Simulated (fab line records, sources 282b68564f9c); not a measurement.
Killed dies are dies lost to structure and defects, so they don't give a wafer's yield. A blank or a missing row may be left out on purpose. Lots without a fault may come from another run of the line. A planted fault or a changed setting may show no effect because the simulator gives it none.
One fault seen from 2 desks | flow rit_cmos | each desk has only its own numbers; what lay behind them comes last

THE TOOL OWNER'S DESK: litho_track-03
The tool's own readings at RIT_NRETRO_COAT_01 (resist thk 1300 nm): means of the sampled wafers that have a number, for each lot that ran on this tool. A lot is out of limits, marked OUT, if its mean lies more than 4 standard deviations from the usual mean; the brackets give that distance.
Columns: A = chill_plate_temp_C at RIT_NRETRO_COAT_01, usual 23.01 C
lot  | first seen here | A
L183 | day 2 09:55     | 23.07
L190 | day 3 23:29     | 23.03
L192 | day 4 07:55     | 22.79
This desk's finding: nothing out of limits on any of the 3 lots.

THE METROLOGY DESK
What the gauges read, lot by lot, whatever tool the lot ran on: means of the sampled wafers that have a number. A lot is out of limits, marked OUT, if its mean lies more than 4 standard deviations from the usual mean; the brackets give that distance.
Columns: A = PWELL_OVL at RIT_PWELL_OVL_MEAS_06, usual 0.1 nm; B = PWELL_TW at RIT_PWELL_TW_MEAS_10, usual 945; C = NWELL_RS at RIT_WELLDRIVE_RS_MEAS_01, usual 275.5 ohm/sq; D = PWELL_RS at RIT_WELLDRIVE_RS_MEAS_02, usual 429.6 ohm/sq; E = NRETRO_OVL at RIT_NRETRO_OVL_MEAS_06, usual 0.0 nm
lot  | first seen here | A    | B   | C     | D     | E
L183 | day 2 03:26     | 0.7  | 929 | 276.2 | 431.0 | -0.4
L190 | day 3 17:13     | -1.0 | 935 | 275.6 | 428.3 | -0.8
L192 | day 4 01:42     | -0.2 | 951 | 275.6 | 429.9 | 0.9
L201 | day 5 23:17     | 1.4  | 949 | 275.8 | 429.0 | 0.2
L202 | day 6 02:04     | 0.6  | 934 | 275.6 | 429.5 | 0.8
L204 | day 6 11:58     | 0.3  | 950 | 275.2 | 430.5 | -0.3
This desk's finding: nothing out of limits on any of the 6 lots.

PUT TOGETHER
The tool owner's desk saw nothing out of limits.
The metrology desk saw nothing out of limits.

WHAT THE SIMULATOR HAD PUT IN
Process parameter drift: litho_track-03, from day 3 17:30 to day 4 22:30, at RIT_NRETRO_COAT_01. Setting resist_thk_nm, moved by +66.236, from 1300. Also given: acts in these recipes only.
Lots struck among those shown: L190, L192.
